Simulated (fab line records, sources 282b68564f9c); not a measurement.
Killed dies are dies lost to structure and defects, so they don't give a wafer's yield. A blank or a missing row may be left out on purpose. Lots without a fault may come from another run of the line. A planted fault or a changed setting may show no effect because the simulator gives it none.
Which tool did it? | flow rit_cmos | 14 lots, 42 wafers sampled, at 2 steps of a route of 202

WHAT THE GAUGES READ, wafer by wafer
RIT_PWELL_TW_MEAS_10.
lot  | measured    | on            | PWELL_TW
L451 | day 1 23:56 | film_metro-01 | 936 939 938
L452 | day 2 04:19 | film_metro-03 | 951 956 952
L453 | day 2 09:25 | film_metro-04 | 961 962 961
L454 | day 2 15:26 | film_metro-04 | 965 963 960
L457 | day 3 07:34 | film_metro-01 | 939 931 933
L460 | day 3 21:44 | film_metro-03 | 946 950 951
L462 | day 4 07:09 | film_metro-04 | 963 963 961
L463 | day 4 12:11 | film_metro-04 | 962 957 963
L465 | day 5 00:02 | film_metro-03 | 945 949 946
L468 | day 5 13:37 | film_metro-03 | 951 950 949
L470 | day 5 23:27 | film_metro-03 | 943 943 948
L471 | day 6 04:23 | film_metro-01 | 941 941 940
L472 | day 6 08:03 | film_metro-03 | 943 944 946
L474 | day 6 17:59 | film_metro-03 | 944 952 953

RIT_WELLDRIVE_RS_MEAS_02: measures by four-point-probe.
lot  | measured    | on            | PWELL_RS (ohm/sq)
L451 | day 2 05:16 | film_metro-03 | 433.6 434.4 433.2
L452 | day 2 10:21 | film_metro-03 | 432.5 434.4 433.4
L453 | day 2 15:28 | film_metro-03 | 435.7 433.9 433.6
L454 | day 2 21:18 | film_metro-04 | 435.2 435.6 435.9
L457 | day 3 15:10 | film_metro-01 | 433.4 435.3 433.4
L460 | day 4 03:35 | film_metro-01 | 434.3 434.1 432.6
L462 | day 4 13:14 | film_metro-03 | 433.0 434.2 433.3
L463 | day 4 17:37 | film_metro-01 | 434.6 435.4 435.1
L465 | day 5 05:19 | film_metro-01 | 435.0 435.6 435.4
L468 | day 5 18:52 | film_metro-04 | 435.0 436.1 434.1
L470 | day 6 05:06 | film_metro-01 | 434.6 433.6 433.4
L471 | day 6 10:11 | film_metro-01 | 432.9 434.0 433.5
L472 | day 6 13:19 | film_metro-03 | 437.5 436.4 437.0
L474 | day 7 00:35 | film_metro-03 | 434.8 435.2 433.6

WHICH TOOL RAN EACH LOT (tool, then ch and the chambers of the sampled wafers, then the start)
The record holds no process step before these readings.

WHAT THE TOOLS THEMSELVES READ (means of the sampled wafers that have a number; where no wafer has one, the mark that the record gives instead)
The record holds no such reading with a usual standard deviation.

THE ANSWER, worked out from the rows above alone
Rule: what is usual is taken from the lots themselves. Put in order of their means at a reading, lots are off if they are a third of the lots or fewer, leave a main group of 4 or more, and stand apart from it by a gap of 3 or more times the standard deviation of the main group's means; of several such gaps the widest counts. A main group whose means are all the same, to the digits that the tables above print for the reading, isn't used. A lot without any number at a reading at which 4 lots or more have one is off too. The other lots that the step has rows for count as sound. The gauges are gone through in route order, then the tools' own readings, and for those a lot's mean is taken as printed above. The first step at which some lot is off is used, and at that step the reading that is off furthest; a lot without a number counts as furthest.
No lot is off at any reading shown: from this, nothing can be told.

WHAT THE SIMULATOR HAD PUT IN
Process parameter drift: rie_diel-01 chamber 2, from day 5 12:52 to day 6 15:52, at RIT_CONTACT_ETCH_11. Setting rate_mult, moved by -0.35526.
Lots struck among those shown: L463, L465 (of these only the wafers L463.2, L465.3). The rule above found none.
